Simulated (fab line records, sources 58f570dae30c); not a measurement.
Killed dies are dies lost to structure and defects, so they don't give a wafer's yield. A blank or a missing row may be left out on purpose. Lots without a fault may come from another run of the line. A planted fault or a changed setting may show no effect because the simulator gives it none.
fab line records | flow berkeley_cmos170
record lots=14 wafers=42 last_day=11
route steps=331 shown NVT@110 PLDD@155 NLDD@161
lots that met no fault: from a run of the same line without faults
start_h: hours from the record's first day to the start of the lot's first wafer shown | wait_h: hours since the lot's step before | " the same as in the row above | L1.1+2: a row that stands for several wafers | - no value, or no start given | * or withheld: withheld | < > ~ a bound
route shown NAME@n: a module of which the file shows steps, and the number in the route of the first | usual: mean/standard deviation of fault-free wafers | same: alike in all rows | chamber/n: place in a boat | sites: the reading at each site | _std_site: their standard deviation | _edge_site: outer sites' mean less inner sites' | radius_mm: how far each site lies from the wafer's centre | mask NAME#n: copy n | behind: the tool/chamber that last shaped the wafer | hold: why the lot was held/for how many hours/how that ended | device: the transistor (n, p or np) that didn't switch | end of line: the same wafers' tests at the end of the route | a step without rows: its recipe alone | killed: dies lost to structure and defects at the first sort, not the wafer's yield | map: a wafer's dies, x killed, . not, _ none there
set.NAME: the setting as run; set.NAME@STEP: as run at that earlier step | model.NAME: the simulator's own value behind a step, which no gauge read
steps of the route over a sample of lots; a table a step, a row a wafer
services: from which hour (start_h, from the record's first day; less than 0 if before it) a tool's chamber was out of use, for how many hours, and why
## steps
# step UCB170_NVT_OVL_MEAS_06
# usual NVT_OVL=0/5
# columns lot.wafer tool chamber start_h wait_h NVT_OVL[nm]
L322.1 overlay-02 - 104.42 - -2
L322.2 " - " " 6
L322.3 " - " " 5
L325.3 overlay-02 - 112.74 - -3
L325.4 " - " " -2
L325.6 " - " " -5
L324.1 overlay-01 - 112.81 - 5
L324.3 " - " " 3
L324.4 " - " " -4
L328.4 overlay-01 - 124.73 - -4
L328.5 " - " " -11
L328.6 " - " " -8
L329.1 overlay-02 - 137.51 - -2
L329.4 " - " " 0
L329.5 " - " " 5
L330.1 overlay-02 - 147.41 - -9
L330.2 " - " " -4
L330.3 " - " " -9
L331.4 overlay-01 - 147.67 - -4
L331.5 " - " " 9
L331.6 " - " " 7
L333.2 overlay-02 - 163.69 - -1
L333.5 " - " " -13
L333.6 " - " " -5
L335.2 overlay-01 - 175.56 - -5
L335.4 " - " " -3
L335.6 " - " " 0
L338.1 overlay-02 - 184.96 - -4
L338.2 " - " " 3
L338.3 " - " " 1
L339.1 overlay-02 - 192.94 - -4
L339.3 " - " " 1
L339.4 " - " " -7
L341.1 overlay-02 - 208.25 - 5
L341.4 " - " " -1
L341.6 " - " " -3
L343.1 overlay-01 - 216.80 - 3
L343.4 " - " " -2
L343.6 " - " " 4
L344.2 overlay-02 - 217.08 - 1
L344.3 " - " " 1
L344.4 " - " " 4
# step UCB170_PLDD_STRIP_10
# recipe chemistry=O2 power_w=400 pressure_mtorr=3500 platen_temp_c=withheld o2_flow_sccm=400 overash_fraction=0.5
# usual chamber_pressure_mTorr=3500/3.4 drypump_motor_current_A=5.2/0.34 oes_product_au=0.734/0.0042 strip_time_to_endpoint_s=21.65/0.068
# columns lot.wafer tool chamber start_h wait_h chamber_pressure_mTorr drypump_motor_current_A oes_product_au rf_hours_counter_h strip_time_to_endpoint_s
L322.1 plasma_asher-04 0 123.74 0.1 3504 4.7 0.731 36 21.66
L322.2 " 1 " " 3503 5.5 0.740 36 21.74
L322.3 " 0 " " 3502 4.7 0.741 - 21.68
L324.1 plasma_asher-02 1 129.78 0.1 3497 5.6 0.734 44 21.65
L324.3 " 1 " " 3498 5.6 0.738 - 21.58
L324.4 " 0 " " 3501 5.0 0.737 - 21.58
L325.3 plasma_asher-02 0 130.12 0.1 3505 5.0 0.734 - 21.67
L325.4 " 1 " " 3495 5.6 0.736 - 21.67
L325.6 " 0 " " 3498 5.0 0.730 - 21.73
L328.4 plasma_asher-02 1 151.60 0.1 3496 5.6 0.735 - 21.67
L328.5 " 1 " " 3498 5.6 0.739 - 21.65
L328.6 " 0 " " 3499 5.0 0.738 - 21.65
L329.1 plasma_asher-04 0 157.05 0.1 3499 4.7 0.741 40 21.62
L329.4 " 1 " " 3501 5.5 0.737 - 21.56
L329.5 " 1 " " 3496 5.5 0.742 - 21.57
L330.1 plasma_asher-04 0 167.19 0.1 3506 4.7 0.739 41 21.68
L330.2 " 1 " " 3500 5.5 0.733 41 21.77
L330.3 " 0 " " 3500 4.7 0.743 - 21.76
L331.4 plasma_asher-02 1 167.55 0.1 3502 5.6 0.733 - 21.66
L331.5 " 1 " " 3502 5.6 0.735 - 21.65
L331.6 " 0 " " 3501 5.0 0.739 - 21.69
L333.2 plasma_asher-03 0 182.04 0.1 3495 5.4 0.735 48 21.55
L333.5 " 0 " " 3497 5.4 0.738 - 21.56
L333.6 " 1 " " 3497 5.2 0.739 - 21.57
L335.2 plasma_asher-02 1 190.20 0.1 3498 5.6 0.732 51 21.58
L335.4 " 1 " " 3499 5.6 0.732 - 21.64
L335.6 " 0 " " 3504 5.1 0.729 - 21.60
L338.1 plasma_asher-02 0 205.25 0.1 3508 5.0 0.727 53 21.57
L338.2 " 1 " " 3500 5.6 0.739 53 21.59
L338.3 " 1 " " 3500 5.6 0.731 - 21.56
L339.1 plasma_asher-03 0 209.80 0.1 3506 5.4 0.734 50 21.63
L339.3 " 0 " " 3500 5.4 0.735 - 21.69
L339.4 " 1 " " 3504 5.3 0.733 - 21.62
L341.1 plasma_asher-02 1 223.70 0.1 3503 5.6 0.727 55 21.68
L341.4 " 1 " " 3496 5.6 0.740 - 21.64
L341.6 " 1 " " 3503 5.6 0.744 - 21.74
L344.2 plasma_asher-04 1 233.28 0.1 3501 5.5 0.743 48 21.85
L344.3 " 0 " " 3497 4.7 0.743 - 21.81
L344.4 " 1 " " 3500 5.5 0.730 - 21.77
L343.1 plasma_asher-02 0 233.80 0.1 3493 5.0 0.735 56 21.64
L343.4 " 1 " " 3497 5.6 0.737 - 21.63
L343.6 " 1 " " 3505 5.6 0.736 - 21.64
# step UCB170_NLDD_EXPOSE_03
# recipe mask_id=NSELECT na=0.5 sigma_outer=0.6 source_shape=conventional target_cd_nm=1200 dose_mj=30
# columns lot.wafer tool chamber start_h wait_h mask
L322.1+2+3 krf_scanner-02 0 125.35 0.1 NSELECT#0
L324.1+3+4 krf_scanner-02 0 130.64 0.1 NSELECT#0
L325.3+4+6 krf_scanner-01 0 131.30 0.2 NSELECT#0
L328.4+5+6 krf_scanner-01 0 152.41 0.1 NSELECT#0
L329.1+4+5 krf_scanner-01 0 157.83 0.1 NSELECT#0
L330.1+2+3 krf_scanner-01 0 168.00 0.1 NSELECT#0
L331.4+5+6 krf_scanner-02 0 168.49 0.2 NSELECT#0
L333.2+5+6 krf_scanner-01 0 183.19 0.3 NSELECT#0
L335.2+4+6 krf_scanner-02 0 191.53 0.4 NSELECT#0
L338.1+2+3 krf_scanner-02 0 206.35 0.4 NSELECT#0
L339.1+3+4 krf_scanner-02 0 210.92 0.2 NSELECT#0
L341.1+4+6 krf_scanner-02 0 224.61 0.2 NSELECT#0
L344.2+3+4 krf_scanner-02 0 234.44 0.1 NSELECT#0
L343.1+4+6 krf_scanner-02 0 234.88 0.1 NSELECT#0
# step UCB170_NLDD_CD_MEAS_06
# recipe target_cd_nm=1200
# usual cd_nm=1200.0/1.4
# columns lot.wafer tool chamber start_h wait_h cd_nm
L322.1 cd_sem-01 - 126.05 - 1197.5
L322.2 " - " " 1196.6
L322.3 " - " " 1198.0
L324.1 cd_sem-01 - 131.19 - 1201.5
L324.3 " - " " 1201.7
L324.4 " - " " 1201.8
L325.3 cd_sem-01 - 132.03 - 1201.3
L325.4 " - " " 1203.5
L325.6 " - " " 1202.4
L328.4 cd_sem-01 - 152.80 - 1198.8
L328.5 " - " " 1198.0
L328.6 " - " " 1198.2
L329.1 cd_sem-01 - 158.32 - 1199.2
L329.4 " - " " 1198.9
L329.5 " - " " 1198.8
L330.1 cd_sem-02 - 168.39 - 1200.0
L330.2 " - " " 1199.6
L330.3 " - " " 1202.0
L331.4 cd_sem-01 - 168.88 - 1200.2
L331.5 " - " " 1199.8
L331.6 " - " " 1198.7
L333.2 cd_sem-02 - 183.61 - 1199.0
L333.5 " - " " 1200.8
L333.6 " - " " 1200.9
L335.2 cd_sem-01 - 192.23 - 1201.3
L335.4 " - " " 1199.3
L335.6 " - " " 1200.5
L338.1 cd_sem-01 - 206.74 - 1199.4
L338.2 " - " " 1198.6
L338.3 " - " " 1199.0
L339.1 cd_sem-01 - 211.31 - 1199.6
L339.3 " - " " 1199.0
L339.4 " - " " 1198.6
L341.1 cd_sem-02 - 225.17 - 1199.3
L341.4 " - " " 1199.4
L341.6 " - " " 1197.7
L344.2 cd_sem-02 - 235.18 - 1198.9
L344.3 " - " " 1201.2
L344.4 " - " " 1200.1
L343.1 cd_sem-02 - 235.71 - 1201.2
L343.4 " - " " 1200.7
L343.6 " - " " 1201.7
# step UCB170_NLDD_OVL_MEAS_07
# usual NLDD_OVL=-2/5.2
# columns lot.wafer tool chamber start_h wait_h NLDD_OVL[nm]
L322.1 overlay-02 - 126.17 0.1 1
L322.2 " - " " -1
L322.3 " - " " -3
L324.1 overlay-02 - 131.31 0.1 -18
L324.3 " - " " -9
L324.4 " - " " -6
L325.3 overlay-02 - 132.13 0.1 11
L325.4 " - " " 5
L325.6 " - " " 0
L328.4 overlay-02 - 152.88 0.1 5
L328.5 " - " " 2
L328.6 " - " " -1
L329.1 overlay-01 - 158.44 0.1 -3
L329.4 " - " " -8
L329.5 " - " " -2
L330.1 overlay-01 - 168.51 0.1 184
L330.2 " - " " 178
L330.3 " - " " 176
L331.4 overlay-02 - 168.96 0.1 -5
L331.5 " - " " 4
L331.6 " - " " -5
L333.2 overlay-02 - 183.72 0.1 172
L333.5 " - " " 176
L333.6 " - " " 171
L335.2 overlay-02 - 192.34 0.1 -8
L335.4 " - " " -1
L335.6 " - " " -5
L338.1 overlay-01 - 206.86 0.1 -7
L338.2 " - " " -10
L338.3 " - " " -12
L339.1 overlay-02 - 211.43 0.1 -1
L339.3 " - " " -2
L339.4 " - " " -6
L341.1 overlay-01 - 225.29 0.1 6
L341.4 " - " " 0
L341.6 " - " " 1
L344.2 overlay-01 - 235.28 0.1 4
L344.3 " - " " -7
L344.4 " - " " 1
L343.1 overlay-01 - 235.83 0.1 -6
L343.4 " - " " -6
L343.6 " - " " -1
## services
# columns tool chamber start_h hours kind
krf_scanner-01 - 105.94 0.8 pm
plasma_asher-02 - 118.50 8.3 repair
krf_scanner-02 0 119.03 - calibration
krf_scanner-01 - 124.92 4.0 pm
krf_scanner-02 - 125.51 3.4 repair
krf_scanner-01 0 129.18 - calibration
krf_scanner-02 - 131.72 1.3 pm
krf_scanner-02 - 138.45 0.8 pm
krf_scanner-02 - 179.53 1.8 repair
krf_scanner-01 - 190.64 4.4 pm
plasma_asher-03 - 199.18 10.5 repair
krf_scanner-02 - 205.30 0.8 pm
krf_scanner-01 - 212.05 1.3 pm
plasma_asher-04 - 231.83 1.4 repair
krf_scanner-02 - 232.31 1.0 pm
## key
first_sign step=UCB170_NLDD_OVL_MEAS_07 reading=NLDD_OVL direction=up sigmas=34 usual=-2 struck=176
effect none on later readings
met_at UCB170_NLDD_EXPOSE_03
struck_lots L330,L333
tester_left_out L330,L333
not_acting_at UCB170_NVT_OVL_MEAS_06,UCB170_PLDD_STRIP_10,UCB170_NLDD_CD_MEAS_06
onset_between 157.83 168.00
fault kind=scanner_matching_overlay tool=krf_scanner-01 chamber=- onset_h=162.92 steps=UCB170_NLDD_EXPOSE_03 offset=180
# tester_left_out: of these lots the tester's yield and bins aren't shown, on N5 and GAA mostly nor the transistor test; their killed dies are dies lost to structure and defects alone, not to doping, threshold or leakage, so they don't give the yield
